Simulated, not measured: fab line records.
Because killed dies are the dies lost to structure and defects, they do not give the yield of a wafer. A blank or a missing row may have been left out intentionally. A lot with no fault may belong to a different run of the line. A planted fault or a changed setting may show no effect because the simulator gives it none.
A lot that was struck, set against a sound lot	flow rit_cmos	30 out of 202 route steps
Sound: the wafers L724.2, L724.3, L724.5. The struck wafers were L737.2, L737.3, L737.5. At the end, the cause is stated.
Each step with rows lists, per side, the tool, then ch with its chambers, then its first start. Under that, the readings that differ: sound wafers	struck wafers	difference of the means	sigmas: that difference in standard deviations of wafers without a fault.
alike: readings with means less than 2 such deviations apart, plus words and numbers identical on both sides. not compared: withheld readings, readings lacking a value on some wafer, bounds such as >300 that could conceal the same value, and numbers that have no deviation in the record and whose values overlap.
A row with sigmas, a row that says differs or no value, or rows on one side alone: a step with any of these is where the two part. Non-overlapping numbers with no deviation appear without sigmas and do not part them. A reading that every wafer of one side lacks parts them only if that side has two wafers or more.

RIT_FOX2_THK_MEAS_01:
  struck on film_metro-03, day 5 14:14; sound on film_metro-01, day 3 07:29
  alike: FOX2_OXIDE_THK
then, 2 steps without rows for these wafers: RIT_FOX2_CLEAN_02 (cleans in dHF, time 180 s); RIT_FOX2_WET_ETCH_03 (etches Si3N4 in H3PO4, target depth 195 nm, time 2700 s).
RIT_FOX2_THK_MEAS_90:
  struck on film_metro-03, day 5 15:07; sound on film_metro-03, day 3 08:22
  alike: FIELD_OXIDE_LEFT_1_THK
then, 6 steps without rows for these wafers: RIT_NWELL_HMDS_00 (prime time 60 s); RIT_NWELL_COAT_01 (resist thk 1300 nm); RIT_NWELL_SOFTBAKE_02 (time 60 s); RIT_NWELL_EXPOSE_03 (exposes mask M2, target cd 43900 nm); RIT_NWELL_PEB_04; RIT_NWELL_DEVELOP_05 (develop time 68 s).
RIT_NWELL_OVL_MEAS_06:
  struck on overlay-01, day 5 16:04; sound on overlay-01, day 3 09:18
  alike: NWELL_OVL
then, 1 step without rows for these wafers: RIT_NWELL_HARDBAKE_07 (time 120 s).
RIT_NWELL_IMPLANT_08:
  sound on implanter-02 ch 0, day 3 09:37; struck on implanter-02 ch 0, day 5 16:37
reading	sound	struck	difference	sigmas
beam_on_s (s)	9.90 9.98 10.11	8.03 8.09 7.83	-2.01	-11
faraday_current_uA	160 159 157	198 196 202	+40	+13
RIT_NWELL_STRIP_09: strips in O2, time 180 s.
  sound on plasma_asher-03 ch 0,1, day 3 09:44; struck on plasma_asher-04 ch 1, day 5 16:44
  alike: drypump_motor_current_A
  not compared: rf_hours_counter_h
RIT_NWELL_TW_MEAS_10:
  struck on film_metro-02, day 5 16:55; sound on film_metro-02, day 3 09:55
reading	sound	struck	difference	sigmas
NWELL_TW	2150 2153 2164	2002 1992 1995	-159	-7
then, 6 steps without rows for these wafers: RIT_PWELL_HMDS_00 (prime time 60 s); RIT_PWELL_COAT_01 (resist thk 1300 nm); RIT_PWELL_SOFTBAKE_02 (time 60 s); RIT_PWELL_EXPOSE_03 (exposes mask M3, target cd 43700 nm); RIT_PWELL_PEB_04; RIT_PWELL_DEVELOP_05 (develop time 68 s).
RIT_PWELL_OVL_MEAS_06:
  struck on overlay-01, day 5 17:51; sound on overlay-01, day 3 11:03
  alike: PWELL_OVL
then, 2 steps without rows for these wafers: RIT_PWELL_HARDBAKE_07 (time 120 s); RIT_PWELL_IMPLANT_08.
RIT_PWELL_STRIP_09: strips in O2, time 180 s.
  sound on plasma_asher-01 ch 0, day 3 11:37; struck on plasma_asher-04 ch 1, day 5 18:17
  alike: drypump_motor_current_A
  not compared: rf_hours_counter_h
RIT_PWELL_TW_MEAS_10:
  struck on film_metro-02, day 5 18:31; sound on film_metro-02, day 3 11:49
  alike: PWELL_TW
then, 1 step without rows for these wafers: RIT_WELLDRIVE_ANNEAL_00 (time 14700 s).
RIT_WELLDRIVE_RS_MEAS_01: uses a four-point probe to measure.
  struck on film_metro-04, day 6 00:27; sound on film_metro-01, day 3 17:40
reading	sound	struck	difference	sigmas
NWELL_RS (ohm/sq)	276.0 275.4 275.7	315.8 316.1 316.5	+40.4	+55
RIT_WELLDRIVE_RS_MEAS_02: uses a four-point probe to measure.
  struck on film_metro-04, day 6 00:34; sound on film_metro-01, day 3 17:47
  alike: PWELL_RS
RIT_M1_PROBE_99:
  struck on prober-02, day 7 12:17; sound on prober-02, day 5 18:23
reading	sound	struck	difference	sigmas
model.etest.pmos_0p3.r_on_ohm_um	6222 6298 6350	6169 6064 6073	-188	
model.etest.nwell_pinched.rs_ohm_sq	336.7 344.7 344.5	390.3 397.6 390.1	+50.7	
model.etest.well_edge_right.line_ohm_um	181.7 185.2 184.2	215.7 213 211.5	+29.7	
model.etest.well_edge_left.line_ohm_um	183.6 182 181.8	213.8 213.9 218.4	+32.9	
model.etest.pmos_0p15.drive_ua_um	264.2 259.8 256.8	271.2 274.5 278	+14.3	
model.etest.pmos_0p3.drive_ua_um	102.8 100.8 101.2	105.1 108.1 107.5	+5.3	
model.etest.field_p_metal.vt_v (V)	-29.8 -29.54 -28.88	-26.99 -26.47 -26.99	+2.59	
model.etest.field_p.vt_v (V)	-12.85 -12.81 -12.8	-11.38 -11.41 -11.42	+1.42	
  alike: killed_at_contacts, killed_at_front_end, killed_dies, killed_open, killed_short

WHERE THEY PART
At RIT_NWELL_IMPLANT_08 first; at RIT_WELLDRIVE_RS_MEAS_01 last (within this record only). Later steps at which nothing parts them and some readings are alike: RIT_WELLDRIVE_RS_MEAS_02, RIT_M1_PROBE_99.

WHY: what the simulator had put in
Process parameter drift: implanter-02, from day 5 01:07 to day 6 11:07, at RIT_NWELL_IMPLANT_08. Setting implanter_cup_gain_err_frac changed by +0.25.
